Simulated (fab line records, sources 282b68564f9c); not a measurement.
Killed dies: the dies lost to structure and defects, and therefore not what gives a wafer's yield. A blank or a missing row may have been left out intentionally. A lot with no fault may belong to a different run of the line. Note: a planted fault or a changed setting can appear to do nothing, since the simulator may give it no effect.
A struck lot beside a sound one    flow rit-cmos    17 steps out of a route of 202
Sound: wafers L440.1, L440.5, L440.6. Struck: wafers L443.4, L443.5, L443.6. Last of all comes the cause.
Order at every step that has rows: each side's tool, ch and its chambers, its first start. Under that, the readings that differ: sound wafers    struck wafers    difference of the means    sigmas: that difference in standard deviations of wafers without a fault.
alike: a reading whose means differ by less than 2 such deviations, as well as words and numbers matching on both sides. not compared: withheld readings; readings where some wafer has no value; bounds like >300 that might hide an equal value; numbers whose values overlap and for which the record gives no deviation.
The two part at a step that has a row with sigmas, a row that says differs or no value, or rows on one side only. When numbers do not overlap yet have no deviation, they are printed without sigmas and do not part them. Lack of a reading on every wafer of one side parts them only where that side has two or more wafers.

first, 1 step without rows for these wafers: RIT_PRETRO_DEVELOP_05 (develop time 65.46 s).
RIT_PRETRO_OVL_MEAS_06:
  struck on overlay-01, day 2 22:21; sound on overlay-01, day 2 07:10
  alike: PRETRO_OVL
then, 2 steps without rows for these wafers: RIT_PRETRO_HARDBAKE_07 (time 120 s); RIT_PRETRO_IMPLANT_08.
RIT_PRETRO_STRIP_09: strips in O2, time 180 s.
  sound on plasma-asher-03 ch 0,1, day 2 07:37; struck on plasma-asher-02 ch 0,1, day 2 22:49
  alike: drypump-motor-current-A, rf-refl-power-W
  not compared: rf-hours-counter-h
RIT_PRETRO_TW_MEAS_10:
  struck on film-metro-03, day 2 22:58; sound on film-metro-02, day 2 07:47
reading    sound              struck             difference  sigmas
PRETRO_TW  475.9 476.0 476.7  468.6 468.4 467.9  -7.9        -3
then, 5 steps without rows for these wafers: RIT_GATE_WET_ETCH_00 (etches SiO2 in BOE, target depth 56 nm, time 60 s); RIT_GATE_CLEAN_01 (cleans in SC1, time 600 s); RIT_GATE_CLEAN_02 (cleans in dHF, time 30 s); RIT_GATE_CLEAN_03 (cleans in SC2, time 600 s); RIT_GATE_CLEAN_04 (cleans in dHF, time 60 s).
RIT_FOX2_THK_MEAS_91:
  struck on film-metro-04, day 2 23:27; sound on film-metro-02, day 2 08:18
  alike: FIELD_OXIDE_LEFT_2_THK
RIT_GATE_OXIDATION_05: target thk 3 nm, ox time 270 s.
  sound on furnace-04 ch 0, day 2 08:22; struck on furnace-01 ch 0, day 2 23:29
reading                                      sound              struck                difference  sigmas
spike-tc-centre-C (C)                        902.3 902.2 901.6  920.8 924.4 923.2     +20.8       +21
spike-tc-load-C (C)                          924.0 923.0 925.4  951.3 948.9 948.5     +25.4       +11
spike-tc-source-C (C)                        919 919 919        944 945 948           +27         +8
tube-center-temp-C (C)                       899.93 900 900.05  919.87 920.05 920.15  +20.03      +99 or more
tube_center_temp_C_max                       902.2 902.7 902.6  922.3 922.1 922.7     +19.9       +55
model.SiO2_of_GATE_OXIDATION_05.thk-nm (nm)  2.966 2.977 3.004  3.86 3.844 3.933      +0.90       
then, 1 step without rows for these wafers: RIT_GATE_ANNEAL_06 (time 600 s).
RIT_GATE_THK_MEAS_07:
  struck on film-metro-04, day 3 00:50; sound on film-metro-04, day 2 09:41
reading              sound           struck          difference  sigmas
GATE_OXIDE_THK (nm)  2.99 2.93 2.99  3.84 3.82 3.95  +0.90       +14
then, 1 step without rows for these wafers: RIT_GATE_CVD_08 (deposits poly-Si from SiH4, target thk 250 nm, time 2132 s).
RIT_M1_PROBE_99:
  struck on prober-01, day 4 01:34; sound on prober-02, day 3 08:58
reading                              sound              struck             difference  sigmas
model.etest.pmos_0p3.r-on-ohm-um     6097 6114 6097     8028 7832 8034     +1862       
model.etest.pmos-turned.r-on-ohm-um  3238 3306 3182     4123 3887 4082     +789        
model.etest.pmos_0p15.r-on-ohm-um    2673 2736 2645     3396 3216 3383     +647        
model.etest.nmos_0p3.r-on-ohm-um     2102 2139 2089     2633 2560 2635     +499        
model.etest.nmos_0p15.r-on-ohm-um    1107 1156 1092     1334 1230 1302     +170        
model.etest.nmos_0p15.drive-ua-um    475.1 469.7 479.4  358.1 376.9 358.3  -110.3      
model.etest.nmos-narrow.drive-ua-um  234.5 234.2 233.7  158.4 159.3 154.4  -76.8       
model.etest.nmos_0p3.drive-ua-um     231.6 232.6 229.9  160.1 159.9 155.8  -72.8       
  alike: killed-at-contacts, killed-at-front-end, killed-dies, killed-on-rim, killed-open, killed-short

## WHERE THEY PART
Earliest at RIT_PRETRO_TW_MEAS_10; latest, in this record, at RIT_GATE_THK_MEAS_07. Later steps at which nothing parts them and some readings are alike: RIT_M1_PROBE_99.

WHY: whatever the simulator had introduced
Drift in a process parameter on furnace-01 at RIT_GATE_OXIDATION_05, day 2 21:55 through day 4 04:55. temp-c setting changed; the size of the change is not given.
